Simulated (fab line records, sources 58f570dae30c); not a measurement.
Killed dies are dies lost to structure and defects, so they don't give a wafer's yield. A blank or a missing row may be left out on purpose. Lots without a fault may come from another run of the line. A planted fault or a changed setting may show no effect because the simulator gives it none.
One fault seen from 2 desks | flow berkeley_cmos170 | each desk has only its own numbers; what lay behind them comes last

THE METROLOGY DESK
What the gauges read, lot by lot, whatever tool the lot ran on: means of the sampled wafers that have a number. A lot is out of limits, marked OUT, if its mean lies more than 4 standard deviations from the usual mean; the brackets give that distance.
Columns: A = CONTACT_OVL at UCB170_CONTACT_OVL_MEAS_16, usual 3 nm
lot  | first seen here | A
L182 | day 7 08:31     | 5
L184 | day 7 13:07     | -1
L187 | day 7 21:17     | 3
L185 | day 8 00:23     | 8
L186 | day 8 00:35     | 3
L189 | day 8 10:20     | 0
L190 | day 8 13:11     | 0
L191 | day 8 22:55     | 9
L193 | day 9 03:49     | 2
L194 | day 9 10:01     | 8
L195 | day 9 11:44     | 6
L196 | day 10 05:31    | 7
This desk's finding: nothing out of limits on any of the 12 lots.

THE TOOL OWNER'S DESK: rie_si-01
The tool's own readings at UCB170_GATE_ETCH_15 (etches poly-Si in HBr/Cl2, stops on SiO2, time 56.3 s, target depth 278.2 nm): means of the sampled wafers that have a number, for each lot that ran on this tool. A lot is out of limits, marked OUT, if its mean lies more than 4 standard deviations from the usual mean; the brackets give that distance.
Columns: A = HBr_flow_sccm at UCB170_GATE_ETCH_15, usual 150.0 sccm; B = bias_w at UCB170_GATE_ETCH_15, usual 150.0 W; C = drypump_motor_current_A at UCB170_GATE_ETCH_15, usual 5.6 A; D = he_backside_leak_sccm at UCB170_GATE_ETCH_15, usual 2.8 sccm; E = oes_product_au at UCB170_GATE_ETCH_15, usual 0.830 a.u.; F = run_length_s at UCB170_GATE_ETCH_15, usual 84.7 s; G = throttle_valve_pct at UCB170_GATE_ETCH_15, usual 26.55 %
lot  | first seen here | A     | B     | C   | D   | E                | F              | G
L186 | day 7 00:55     | 150.4 | 149.9 | 4.9 | 3.1 | 0.825            | 84.7           | 26.56
L185 | day 7 01:17     | 149.8 | 150.2 | 5.0 | 2.8 | 0.815            | 85.1           | 26.48
L191 | day 8 04:31     | 149.9 | 150.5 | 4.9 | 2.6 | 0.820            | 85.1           | 26.50
L193 | day 8 08:09     | 149.6 | 149.8 | 5.4 | 2.8 | 0.822            | 85.2           | 26.51
L194 | day 8 15:02     | 150.3 | 150.3 | 5.4 | 2.9 | 0.828            | 85.2           | 26.49
L196 | day 9 07:56     | 150.0 | 149.8 | 5.4 | 2.9 | 0.821            | 85.1           | 26.51
L200 | day 9 19:59     | 150.0 | -     | 5.0 | 3.4 | 0.986 (+9.2) OUT | 62.4 (-45) OUT | 26.50
L201 | day 9 20:28     | 149.8 | -     | 5.0 | 2.7 | 0.977 (+8.7) OUT | 62.4 (-45) OUT | 26.50
This desk's finding: out of limits on L200, L201; first on L200, day 9 19:59 (oes_product_au at UCB170_GATE_ETCH_15). In limits: L186, L185, L191, L193, L194, L196.

PUT TOGETHER
The tool owner's desk could have raised an alarm at day 9 19:59, on L200, L201.
The metrology desk saw nothing out of limits.
The metrology desk has no number on record for L200, L201.
Of the lots named, all ran UCB170_GATE_ETCH_15 on rie_si-01.

WHAT THE SIMULATOR HAD PUT IN
Process parameter drift: rie_si-01, from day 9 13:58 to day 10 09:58, at UCB170_GATE_ETCH_15. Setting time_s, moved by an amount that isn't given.
Lots struck among those shown: L200, L201.
Hours from the fault's start to each desk's first reading out of limits: the tool owner's desk, 6.
